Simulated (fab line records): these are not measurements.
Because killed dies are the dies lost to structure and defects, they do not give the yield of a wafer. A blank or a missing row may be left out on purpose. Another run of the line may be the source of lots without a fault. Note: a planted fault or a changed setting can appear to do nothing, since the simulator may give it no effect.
Check for tools in common	flow berkeleyCmos170	15 lots and 45 wafers in the sample

WHAT PROMPTED THE OPENING
Of 15 lots, 3 have the reading NSD_OVL flagged at UCB170_NSD_OVL_MEAS_07. Wafers without a fault read -3 nm, standard deviation 4.6.
Rule: a lot is flagged when every wafer of it that has a number lies more than 4 standard deviations from that mean, or none has a number. As for the other lots, they are considered sound.

lot	measured	on	NSD_OVL (nm), wafer by wafer	flag
L111	day 7 21:37	overlay-02	-4 -9 -3	
L113	day 7 21:53	overlay-01	-11 -9 -9	
L112	day 7 22:10	overlay-02	-3 5 1	
L114	day 8 14:49	overlay-01	1 0 -6	
L115	day 9 01:36	overlay-01	-2 -3 1	
L118	day 9 01:40	overlay-02	3 -2 7	
L116	day 9 01:52	overlay-01	-1 1 -3	
L117	day 9 02:09	overlay-02	1 0 1	
L120	day 9 12:43	overlay-01	-4 -3 -8	
L119	day 9 13:00	overlay-02	-5 0 -5	
L124	day 10 13:56	overlay-01	-231 -227 -224	FLAGGED
L127	day 10 18:56	overlay-01	-220 -223 -219	FLAGGED
L128	day 10 19:09	overlay-02	-221 -220 -218	FLAGGED
L131	day 11 18:13	overlay-01	-8 -6 -9	
L134	day 12 11:25	overlay-02	-6 -5 -4	
The numbers of the flagged lots are -223 nm on average: -220 nm against the usual, or -48 standard deviations.

LOT BY LOT: THE TOOL USED
2 process steps preceding the reading are held in the record, out of 331 steps in the route. Cell contents, in order: the tool; ch with the chambers the sampled wafers went through; the start.
lot	flag	UCB170_SPACER_ETCHBACK_03	UCB170_NSD_EXPOSE_03
L111		rieDiel-01 ch 0,1,3, day 7 18:46	krfScanner-01 ch 0, day 7 21:06
L113		rieDiel-04 ch 2,3, day 7 18:46	krfScanner-02 ch 0, day 7 21:22
L112		rieDiel-01 ch 0,1,3, day 7 18:50	krfScanner-02 ch 0, day 7 21:32
L114		rieDiel-04 ch 0,1,3, day 8 07:54	krfScanner-02 ch 0, day 8 13:45
L115		rieDiel-04 ch 0,1,3, day 8 22:20	krfScanner-02 ch 0, day 9 00:47
L118		rieDiel-01 ch 1,3, day 8 22:20	krfScanner-02 ch 0, day 9 00:53
L116		rieDiel-02 ch 0,1,3, day 8 22:20	krfScanner-02 ch 0, day 9 01:16
L117		rieDiel-04 ch 0,2, day 8 22:25	krfScanner-02 ch 0, day 9 01:31
L120		rieDiel-04 ch 0,1,2, day 9 08:37	krfScanner-01 ch 0, day 9 11:12
L119		rieDiel-01 ch 0,1, day 9 08:37	krfScanner-02 ch 0, day 9 11:35
L124	FLAGGED	rieDiel-02 ch 1,2, day 10 10:25	krfScanner-02 ch 0, day 10 13:26
L127	FLAGGED	rieDiel-02 ch 0,1, day 10 15:59	krfScanner-02 ch 0, day 10 18:26
L128	FLAGGED	rieDiel-01 ch 1,2, day 10 15:59	krfScanner-02 ch 0, day 10 18:40
L131		rieDiel-02 ch 0,2, day 11 14:40	krfScanner-01 ch 0, day 11 17:43
L134		rieDiel-02 ch 0,2,3, day 12 08:07	krfScanner-01 ch 0, day 12 10:55
What these steps do:
- UCB170_SPACER_ETCHBACK_03: etches SiO2 in CHF3/CF4/Ar, stops on Si, target depth 376 nm, time 100 s.
- UCB170_NSD_EXPOSE_03: exposes mask NSELECT MOD, target cd 1200 nm.
- UCB170_NSD_OVL_MEAS_07

FLAGGED AGAINST TOTAL, ONE TOOL AT A TIME (gauges that did the reading follow at the end)
step	tool	lots run	flagged	share of the flagged lots	sound lots run after its first flagged lot
UCB170_SPACER_ETCHBACK_03	rieDiel-01	5	1	some	0
UCB170_SPACER_ETCHBACK_03	rieDiel-02	5	2	some	2 (L131,L134)
UCB170_SPACER_ETCHBACK_03	rieDiel-04	5	0	none	-
UCB170_NSD_EXPOSE_03	krfScanner-01	4	0	none	-
UCB170_NSD_EXPOSE_03	krfScanner-02	11	3	all	0
UCB170_NSD_OVL_MEAS_07	overlay-01	8	2	some	1 (L131)
UCB170_NSD_OVL_MEAS_07	overlay-02	7	1	some	1 (L134)

WHAT IS ALLOWED BY THE TABLE
Rows of the table that ran each flagged lot: 1, that is krfScanner-02 at UCB170_NSD_EXPOSE_03.
- krfScanner-02 at UCB170_NSD_EXPOSE_03 ran 11 lots, 3 of them flagged. A fault beginning between L119 (day 9 11:35), its last sound lot, and L124 (day 10 13:26), its first flagged one, fits the data.
Just one tool remains: krfScanner-02 at UCB170_NSD_EXPOSE_03.

WHAT THE SIMULATOR HAD PUT IN
Scanner matching overlay: krfScanner-02, from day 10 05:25 on, at UCB170_NSD_EXPOSE_03. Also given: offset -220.
Struck lots among those shown: L124, L127, L128. The same result came from the rule above.
